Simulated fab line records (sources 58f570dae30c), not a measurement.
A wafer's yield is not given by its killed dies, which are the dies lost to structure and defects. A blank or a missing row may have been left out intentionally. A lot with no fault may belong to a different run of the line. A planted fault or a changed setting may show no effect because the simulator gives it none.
Matching of chambers | flow berkeleyCmos170 | UCB170_GATE_ETCH_15 on rieSi-02: 4 sister chambers
The step etches poly-Si in HBr/Cl2, stops on SiO2, time 56.3 s, target depth 278.2 nm. 8 wafers are shown with their chamber, then 7 later ones without.

## WAFERS WITH THEIR CHAMBER
wafer  | chamber | throttleValvePct (%) | oesProductAu (a.u.)
L542.5 | 2       | 26.89                | 0.832
L547.5 | 0       | 26.90                | 0.813
L547.6 | 3       | 26.27                | 0.824
L550.1 | 2       | 26.88                | 0.834
L550.5 | 3       | 26.29                | 0.826
L550.6 | 1       | 26.53                | 0.824
L557.1 | 1       | 26.52                | 0.815
L557.5 | 0       | 26.77                | 0.829

## WAFERS WHOSE CHAMBER IS MISSING
wafer  | throttleValvePct (%) | oesProductAu (a.u.)
L557.6 | 26.27                | 0.825
L561.1 | 26.89                | 0.830
L561.4 | 26.52                | 0.820
L561.5 | 26.27                | 0.821
L562.2 | 26.26                | 0.828
L562.3 | 26.89                | 0.840
L562.4 | 26.52                | 0.824

## WHICH CHAMBER EACH WENT THROUGH
wafer  | from the rows above     | in truth
L557.6 | 3                       | 3
L561.1 | can't be placed: 2 or 0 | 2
L561.4 | 1                       | 1
L561.5 | 3                       | 3
L562.2 | 3                       | 3
L562.3 | 2                       | 2
L562.4 | 1                       | 1
Correctly placed: 6 of 7. These rows do not allow placing 1 (true chamber among the candidates in 1). Wrongly placed: 0.
How it was worked out, from the rows above alone: a wafer's distance from a chamber is the root of the sum, over the readings, of the square of ((its reading less the chamber's mean) divided by the reading's scatter). The wafer belongs to the nearest chamber; if the next one is less than 2 further off, it can't be placed. A chamber's mean is the mean of its shown wafers. The scatter: the root of (the sum of the squares of (reading less its chamber's mean) over the shown wafers, divided by (wafers less chambers)).
